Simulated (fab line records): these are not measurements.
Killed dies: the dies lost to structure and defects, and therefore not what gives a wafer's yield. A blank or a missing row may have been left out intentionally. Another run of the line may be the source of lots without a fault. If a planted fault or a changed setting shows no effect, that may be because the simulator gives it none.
fab line records | flow berkeley_cmos170
[record] lots = 7 | wafers = 21 | last_day = 11
route steps=331 shown ACTIVE@71 PFIELD@79
lots untouched by any fault: they come from a run of this same line in which no faults occurred
start_h: hours from the record's opening day to when the first of the lot's shown wafers began | wait_h: how many hours have passed since the lot's step before this one | " as in the row above | L1.1+2: several wafers, shown together as one row | - value missing, or start not given | * or withheld: withheld | < > ~ a bound
route shown NAME@n: a module of which the file shows steps, and the number in the route of the first | usual: mean and standard deviation over wafers with no fault | same: alike in all rows | chamber/n: place in a boat | sites: the reading at each site | _std_site: their standard deviation | _edge_site: the outer-site mean with the inner-site mean subtracted | radius_mm: how far each site lies from the wafer's centre | mask NAME#n: copy n | behind: the tool/chamber that last shaped the wafer | hold: why the lot went on hold/how many hours it stayed there/how the hold came to an end | device: the transistor (n, p or np) that didn't switch | end of line: tests run on the same wafers once the route is complete | for a step that has no rows: nothing shown but its recipe | killed: dies that structure and defects cost at the first sort, which is not the same as the wafer's yield | map: the dies of a wafer, with x for killed, . for not killed, _ for no die there
set.NAME: the setting as run; set.NAME@STEP: as run at that earlier step | model.NAME: the simulator's own value behind a step, which no gauge read
lots at some steps of the route; a table a step, a row a wafer
services: the hour from which a tool's chamber was out of use, counted from the record's first day as start_h (under 0 if before that day), plus the number of hours and why
[[steps]]
[step UCB170_ACTIVE_PEB_11]
[recipe] peb_temp_c = 130 | peb_time_s = withheld | resist = KrF
[step UCB170_ACTIVE_DEVELOP_12]
[recipe] developer = TMAH | develop_time_s = 45 | resist = KrF | dev_temp_c = 21
[step UCB170_ACTIVE_CD_MEAS_13]
[recipe] target_cd_nm = 1200
[usual] cd_nm = 1200.2/1.7
lot.wafer | tool      | chamber | start_h | wait_h | cd_nm
L240.1    | cd_sem-02 | -       | 90.65   | -      | 1199.9
L240.2    | "         | -       | "       | "      | 1199.0
L240.6    | "         | -       | "       | "      | 1199.2
L243.1    | cd_sem-01 | -       | 113.42  | -      | 1200.1
L243.2    | "         | -       | "       | "      | 1199.5
L243.5    | "         | -       | "       | "      | 1198.8
L245.1    | cd_sem-02 | -       | 117.64  | -      | 1201.2
L245.2    | "         | -       | "       | "      | 1201.7
L245.3    | "         | -       | "       | "      | 1201.9
L246.3    | cd_sem-02 | -       | 123.22  | -      | 1200.0
L246.4    | "         | -       | "       | "      | 1200.1
L246.6    | "         | -       | "       | "      | 1198.9
L251.1    | cd_sem-02 | -       | 152.49  | -      | 1198.0
L251.3    | "         | -       | "       | "      | 1197.0
L251.4    | "         | -       | "       | "      | 1198.2
L255.1    | cd_sem-02 | -       | 172.81  | -      | 1201.6
L255.3    | "         | -       | "       | "      | 1201.9
L255.5    | "         | -       | "       | "      | 1200.7
L258.3    | cd_sem-01 | -       | 188.01  | -      | 1201.9
L258.4    | "         | -       | "       | "      | 1202.7
L258.6    | "         | -       | "       | "      | 1202.0
[step UCB170_ACTIVE_OVL_MEAS_14]
[usual] ACTIVE_OVL = -2/5.3
lot.wafer | tool       | chamber | start_h | wait_h | ACTIVE_OVL[nm]
L240.1    | overlay-02 | -       | 90.77   | 0.1    | 7
L240.2    | "          | -       | "       | "      | -3
L240.6    | "          | -       | "       | "      | -8
L243.1    | overlay-02 | -       | 113.54  | 0.1    | 6
L243.2    | "          | -       | "       | "      | -5
L243.5    | "          | -       | "       | "      | -5
L245.1    | overlay-02 | -       | 117.76  | 0.1    | 0
L245.2    | "          | -       | "       | "      | -13
L245.3    | "          | -       | "       | "      | -6
L246.3    | overlay-02 | -       | 123.31  | 0.1    | 3
L246.4    | "          | -       | "       | "      | 7
L246.6    | "          | -       | "       | "      | 7
L251.1    | overlay-01 | -       | 152.61  | 0.1    | -3
L251.3    | "          | -       | "       | "      | 0
L251.4    | "          | -       | "       | "      | 2
L255.1    | overlay-01 | -       | 172.93  | 0.1    | -5
L255.3    | "          | -       | "       | "      | -3
L255.5    | "          | -       | "       | "      | -9
L258.3    | overlay-02 | -       | 188.10  | 0.1    | -4
L258.4    | "          | -       | "       | "      | -7
L258.6    | "          | -       | "       | "      | -6
[step UCB170_ACTIVE_ETCH_15]
[recipe] chemistry = CH3F/Ar/O2 | target = Si3N4 | stop_on = SiO2 | CH3F_flow_sccm = 20 | Ar_flow_sccm = 50 | O2_flow_sccm = 7 | pressure_mtorr = 50 | rf_w = 450 | target_depth_a = 2420 | over_etch_frac = 0.1 | time_s = 151
[usual] drypump_motor_current_A = 5.8/0.58 | oes_product_au = 0.941/0.015 | throttle_valve_pct = 8.03/0.051
[same] time_s = 151
lot.wafer | tool        | chamber | start_h | wait_h | drypump_motor_current_A | oes_product_au | rf_hours_counter_h | throttle_valve_pct
L240.1    | rie_diel-01 | 3       | 90.81   | 0.0    | 6.0                     | 0.951          | 116                | 8.02
L240.2    | "           | 2       | "       | "      | 6.5                     | 0.934          | 26                 | 7.96
L240.6    | "           | 3       | "       | "      | 6.0                     | 0.947          | -                  | 8.00
L243.1    | rie_diel-02 | 1       | 113.57  | 0.0    | 6.4                     | 0.946          | 41                 | 8.14
L243.2    | "           | 2       | "       | "      | 5.5                     | 0.976          | 148                | 8.04
L243.5    | "           | 3       | "       | "      | 4.9                     | 0.931          | -                  | 7.92
L245.1    | rie_diel-01 | 2       | 117.80  | 0.0    | 6.5                     | 0.935          | 27                 | 7.99
L245.2    | "           | 1       | "       | "      | 5.3                     | 0.958          | 32                 | 8.04
L245.3    | "           | 0       | "       | "      | 5.2                     | 0.931          | 114                | 8.05
L246.3    | rie_diel-02 | 2       | 123.33  | 0.0    | 5.5                     | 0.971          | 148                | 8.01
L246.4    | "           | 1       | "       | "      | 6.4                     | 0.931          | -                  | 8.15
L246.6    | "           | 2       | "       | "      | 5.5                     | 0.981          | -                  | 8.03
L251.1    | rie_diel-01 | 3       | 152.64  | 0.0    | 6.0                     | 0.943          | 118                | 8.01
L251.3    | "           | 2       | "       | "      | 6.5                     | 0.930          | 28                 | 7.98
L251.4    | "           | 0       | "       | "      | 5.2                     | 0.941          | 115                | 8.05
L255.1    | rie_diel-04 | 0       | 172.97  | 0.0    | 5.9                     | 0.920          | 5                  | 8.03
L255.3    | "           | 1       | "       | "      | 6.7                     | 0.931          | 143                | 8.01
L255.5    | "           | 2       | "       | "      | 6.3                     | 0.925          | -                  | 8.01
L258.3    | rie_diel-01 | 2       | 188.12  | 0.0    | 6.5                     | 0.934          | 29                 | 7.99
L258.4    | "           | 0       | "       | "      | 5.2                     | 0.936          | 116                | 8.07
L258.6    | "           | 1       | "       | "      | 5.3                     | 0.953          | -                  | 8.04
[step UCB170_ACTIVE_STRIP_16]
[recipe] chemistry = O2 | power_w = 400 | pressure_mtorr = 3500 | platen_temp_c = withheld | o2_flow_sccm = 400 | overash_fraction = 0.5
[usual] drypump_motor_current_A = 6.1/0.3 | oes_product_au = 0.721/0.0048 | strip_time_to_endpoint_s = 18.10/0.079
lot.wafer | tool            | chamber | start_h | wait_h | drypump_motor_current_A | oes_product_au | rf_hours_counter_h | strip_time_to_endpoint_s
L240.1    | plasma_asher-01 | 0       | 90.91   | 0.1    | 6.3                     | 0.723          | 39                 | 18.06
L240.2    | "               | 1       | "       | "      | 6.0                     | 0.719          | 39                 | 18.20
L240.6    | "               | 1       | "       | "      | 6.0                     | 0.721          | -                  | 18.14
L243.1    | plasma_asher-02 | 1       | 113.67  | 0.1    | 6.6                     | 0.718          | 39                 | 18.02
L243.2    | "               | 0       | "       | "      | 5.9                     | 0.718          | 39                 | 18.06
L243.5    | "               | 0       | "       | "      | 5.9                     | 0.726          | -                  | 18.02
L245.1    | plasma_asher-04 | 0       | 117.90  | 0.1    | 5.7                     | 0.727          | 0                  | 18.17
L245.2    | "               | 1       | "       | "      | 6.2                     | 0.723          | 0                  | 18.12
L245.3    | "               | 1       | "       | "      | 6.2                     | 0.731          | -                  | 18.21
L246.3    | plasma_asher-02 | 0       | 123.47  | 0.1    | 5.9                     | 0.712          | -                  | 18.15
L246.4    | "               | 1       | "       | "      | 6.5                     | 0.718          | -                  | 18.20
L246.6    | "               | 0       | "       | "      | 5.9                     | 0.724          | -                  | 18.14
L251.1    | plasma_asher-02 | 1       | 152.74  | 0.1    | 6.6                     | 0.722          | 43                 | 18.09
L251.3    | "               | 1       | "       | "      | 6.6                     | 0.724          | -                  | 18.10
L251.4    | "               | 0       | "       | "      | 5.9                     | 0.719          | -                  | 18.12
L255.1    | plasma_asher-02 | 1       | 173.07  | 0.1    | 6.6                     | 0.718          | 46                 | 18.04
L255.3    | "               | 0       | "       | "      | 5.9                     | 0.717          | -                  | 18.18
L255.5    | "               | 1       | "       | "      | 6.5                     | 0.731          | -                  | 18.07
L258.3    | plasma_asher-01 | 1       | 188.26  | 0.1    | 6.0                     | 0.724          | -                  | 18.15
L258.4    | "               | 0       | "       | "      | 6.3                     | 0.726          | -                  | 18.08
L258.6    | "               | 1       | "       | "      | 6.0                     | 0.723          | -                  | 18.04
[step UCB170_ACTIVE_CD_MEAS_90]
[recipe] target_cd_nm = 1200
[usual] cd_nm = 1200.3/1.7
lot.wafer | tool      | chamber | start_h | wait_h | cd_nm
L240.1    | cd_sem-02 | -       | 91.01   | 0.1    | 1200.1
L240.2    | "         | -       | "       | "      | 1199.0
L240.6    | "         | -       | "       | "      | 1199.0
L243.1    | cd_sem-02 | -       | 113.88  | 0.2    | 1199.6
L243.2    | "         | -       | "       | "      | 1199.8
L243.5    | "         | -       | "       | "      | 1198.8
L245.1    | cd_sem-01 | -       | 118.00  | 0.1    | 1201.5
L245.2    | "         | -       | "       | "      | 1202.0
L245.3    | "         | -       | "       | "      | 1202.6
L246.3    | cd_sem-02 | -       | 123.57  | 0.1    | 1199.8
L246.4    | "         | -       | "       | "      | 1199.9
L246.6    | "         | -       | "       | "      | 1199.3
L251.1    | cd_sem-01 | -       | 152.84  | 0.1    | 1198.1
L251.3    | "         | -       | "       | "      | 1197.4
L251.4    | "         | -       | "       | "      | 1198.0
L255.1    | cd_sem-01 | -       | 173.21  | 0.1    | 1201.9
L255.3    | "         | -       | "       | "      | 1201.9
L255.5    | "         | -       | "       | "      | 1200.6
L258.3    | cd_sem-02 | -       | 188.36  | 0.1    | 1201.8
L258.4    | "         | -       | "       | "      | 1203.0
L258.6    | "         | -       | "       | "      | 1201.6
[step UCB170_ACTIVE_CLEAN_17]
[recipe] chemistry = SPM | temp_c = 120 | time_s = 600
[step UCB170_PFIELD_HMDS_00]
[recipe] prime_time_s = 60 | prime_temp_c = 100
[step UCB170_PFIELD_COAT_01]
[recipe] resist = KrF | spin_rpm = 1500 | resist_thk_nm = 900
[step UCB170_PFIELD_SOFTBAKE_02]
[recipe] resist = KrF | temp_c = 130 | time_s = 60
[step UCB170_PFIELD_EXPOSE_03]
[recipe] mask_id = PFIELD | na = 0.5 | sigma_outer = 0.6 | source_shape = conventional | target_cd_nm = 1500 | dose_mj = 30
[step UCB170_PFIELD_PEB_04]
[recipe] peb_temp_c = 130 | peb_time_s = withheld | resist = KrF
[usual] chill_plate_temp_C = 22.98/0.1 | exhaust_pa = 45.0/0.86
lot.wafer | tool           | chamber | start_h | wait_h | chill_plate_temp_C | exhaust_pa
L240.1    | litho_track-02 | 0       | 92.47   | 0.1    | 22.92              | 44.0
L240.2    | "              | 0       | "       | "      | 23.02              | 45.6
L240.6    | "              | 0       | "       | "      | 22.97              | 44.8
L243.1    | litho_track-02 | -       | 115.59  | 0.3    | -                  | -
L243.2    | "              | -       | "       | "      | -                  | -
L243.5    | "              | -       | "       | "      | -                  | -
L245.1    | litho_track-02 | -       | 120.10  | 0.1    | -                  | -
L245.2    | "              | -       | "       | "      | -                  | -
L245.3    | "              | -       | "       | "      | -                  | -
L246.3    | litho_track-03 | -       | 124.81  | 0.3    | -                  | -
L246.4    | "              | -       | "       | "      | -                  | -
L246.6    | "              | -       | "       | "      | -                  | -
L251.1    | litho_track-03 | 0       | 154.15  | 0.1    | 23.03              | 45.3
L251.3    | "              | 0       | "       | "      | 23.11              | 46.9
L251.4    | "              | 0       | "       | "      | 23.03              | 45.1
L255.1    | litho_track-04 | 0       | 177.06  | 0.4    | 22.89              | 44.8
L255.3    | "              | 0       | "       | "      | 22.98              | 44.5
L255.5    | "              | 0       | "       | "      | 22.95              | 44.7
L258.3    | litho_track-04 | 0       | 189.94  | 0.1    | 22.94              | 46.0
L258.4    | "              | 0       | "       | "      | 22.88              | 46.9
L258.6    | "              | 0       | "       | "      | 23.13              | 45.0
[step UCB170_PFIELD_DEVELOP_05]
[recipe] developer = TMAH | develop_time_s = 45 | resist = KrF | dev_temp_c = 21
[[services]]
tool            | chamber | start_h | hours | kind
plasma_asher-04 | -       | 70.31   | 10.0  | repair
rie_diel-04     | 2       | 73.66   | 6.0   | repair
rie_diel-01     | 0       | 83.34   | 1.3   | repair
rie_diel-04     | 0       | 92.76   | 8.6   | repair
rie_diel-02     | 1       | 96.92   | 7.6   | repair
rie_diel-02     | 0       | 103.72  | 20.2  | repair
plasma_asher-04 | -       | 108.75  | 9.0   | pm
plasma_asher-04 | 0       | 108.75  | 9.0   | vent_cycle
plasma_asher-04 | 1       | 108.75  | 9.0   | vent_cycle
plasma_asher-04 | 0       | 117.75  | -     | clean
plasma_asher-04 | 1       | 117.75  | -     | clean
rie_diel-01     | 2       | 119.27  | 7.8   | repair
plasma_asher-01 | -       | 126.32  | 7.1   | repair
rie_diel-02     | 2       | 179.80  | -     | clean
rie_diel-02     | 2       | 179.80  | 17.4  | scheduled_down
rie_diel-02     | 2       | 179.80  | 17.4  | vent_cycle
[[key]]
[first_sign] step = UCB170_PFIELD_PEB_04 | reading = tool_record | direction = missing
effect none on later readings
met_at UCB170_PFIELD_PEB_04
struck_wafers L243.1,L243.2,L243.5,L245.1,L245.2,L245.3,L246.3,L246.4,L246.6
sort_left_out L243.1,L243.2,L243.5,L245.1,L245.2,L245.3,L246.3,L246.4,L246.6
tester_left_out L243,L245,L246
onset_between 92.47 115.59
[fault] kind = skipped_step_whole | tool = litho_track-02,litho_track-03 | chamber = - | onset_h = 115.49 | steps = UCB170_PFIELD_PEB_04 | scope = struck_lots_only
// tester_left_out: of these lots the tester's yield and bins aren't shown, on N5 and GAA mostly nor the transistor test; their killed dies are dies lost to structure and defects alone, not to doping, threshold or leakage, so they don't give the yield
// sort_left_out: the simulated sort isn't trusted on such a fault, so these wafers' sort isn't shown, and their yield isn't known
